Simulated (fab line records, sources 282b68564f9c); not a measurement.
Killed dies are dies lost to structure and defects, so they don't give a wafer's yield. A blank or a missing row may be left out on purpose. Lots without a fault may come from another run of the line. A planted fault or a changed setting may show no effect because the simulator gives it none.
Tool commonality check | flow rit_cmos | 14 lots, 42 wafers sampled

WHY IT WAS OPENED
At RIT_NWELL_TW_MEAS_10 the reading NWELL_TW is flagged on 2 of 14 lots. Wafers without a fault read 2141, standard deviation 18.
Rule: a lot is flagged when every wafer of it that has a number lies more than 4 standard deviations from that mean, or none has a number. The other lots count as sound.

lot  | measured    | on            | NWELL_TW, wafer by wafer | flag
L940 | day 2 00:55 | film_metro-02 | 2147 2146 2146           |
L941 | day 2 09:17 | film_metro-02 | 2163 2148 2156           |
L943 | day 2 16:10 | film_metro-04 | 2131 2132 2136           |
L944 | day 2 22:40 | film_metro-04 | 2144 2139 2133           |
L945 | day 3 01:08 | film_metro-02 | 2170 2181 2167           |
L947 | day 3 09:45 | film_metro-02 | 2184 2163 2167           |
L952 | day 4 14:48 | film_metro-01 | 2460 2471 2474           | FLAGGED
L953 | day 5 00:47 | film_metro-01 | 2454 2464 2460           | FLAGGED
L955 | day 5 06:10 | film_metro-04 | 2141 2137 2142           |
L958 | day 5 23:26 | film_metro-01 | 2117 2117 2121           |
L959 | day 6 03:14 | film_metro-02 | 2134 2150 2145           |
L960 | day 6 03:34 | film_metro-04 | 2145 2141 2144           |
L962 | day 6 17:07 | film_metro-01 | 2148 2127 2132           |
L963 | day 6 20:51 | film_metro-04 | 2148 2140 2146           |
The numbers of the flagged lots are 2464 on average: +323 against the usual, or +18 standard deviations.

WHICH TOOL RAN EACH LOT
The record holds 1 process step before the reading, out of a route of 202 steps. In each cell: the tool, then ch and the chambers that the sampled wafers went through, then the start.
lot  | flag    | RIT_NWELL_IMPLANT_08
L940 |         | implanter-04 ch 0, day 2 00:36
L941 |         | implanter-04 ch 0, day 2 08:58
L943 |         | implanter-04 ch 0, day 2 15:51
L944 |         | implanter-04 ch 0, day 2 22:20
L945 |         | implanter-02 ch 0, day 3 00:49
L947 |         | implanter-04 ch 0, day 3 09:28
L952 | FLAGGED | implanter-04 ch 0, day 4 14:29
L953 | FLAGGED | implanter-04 ch 0, day 5 00:28
L955 |         | implanter-02 ch 0, day 5 05:51
L958 |         | implanter-01 ch 0, day 5 23:08
L959 |         | implanter-01 ch 0, day 6 02:55
L960 |         | implanter-02 ch 0, day 6 03:16
L962 |         | implanter-02 ch 0, day 6 16:48
L963 |         | implanter-01 ch 0, day 6 20:32
What these steps do:
- RIT_NWELL_IMPLANT_08
- RIT_NWELL_TW_MEAS_10

FLAGGED OVER TOTAL, TOOL BY TOOL (the gauges that took the reading come last)
step                 | tool          | lots run | flagged | share of the flagged lots | sound lots run after its first flagged lot
RIT_NWELL_IMPLANT_08 | implanter-01  | 3        | 0       | none                      | -
RIT_NWELL_IMPLANT_08 | implanter-02  | 4        | 0       | none                      | -
RIT_NWELL_IMPLANT_08 | implanter-04  | 7        | 2       | all                       | 0
RIT_NWELL_TW_MEAS_10 | film_metro-01 | 4        | 2       | all                       | 2 (L958,L962)
RIT_NWELL_TW_MEAS_10 | film_metro-02 | 5        | 0       | none                      | -
RIT_NWELL_TW_MEAS_10 | film_metro-04 | 5        | 0       | none                      | -

WHAT THE TABLE ALLOWS
2 rows of the table ran every flagged lot: implanter-04 at RIT_NWELL_IMPLANT_08, film_metro-01 at RIT_NWELL_TW_MEAS_10.
- implanter-04 at RIT_NWELL_IMPLANT_08: 2 of its 7 lots flagged. Its last sound lot is L947 (day 3 09:28), its first flagged lot L952 (day 4 14:29): a fault that began between those two fits. Its own readings lie more than 4 standard deviations out on every wafer of the flagged lots: dose_ions_cm2, faraday_current_uA.
- film_metro-01 at RIT_NWELL_TW_MEAS_10: 2 of its 4 lots flagged. Sound lots ran on it after the first flagged one (L958, L962), which a lasting fault on the whole tool wouldn't allow.
One tool is left: implanter-04 at RIT_NWELL_IMPLANT_08.

WHAT THE SIMULATOR HAD PUT IN
Process parameter drift: implanter-04, from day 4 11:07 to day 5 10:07, at RIT_NWELL_IMPLANT_08. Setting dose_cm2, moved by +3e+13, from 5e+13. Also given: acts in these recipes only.
Lots struck among those shown: L952, L953. The rule above found the same.
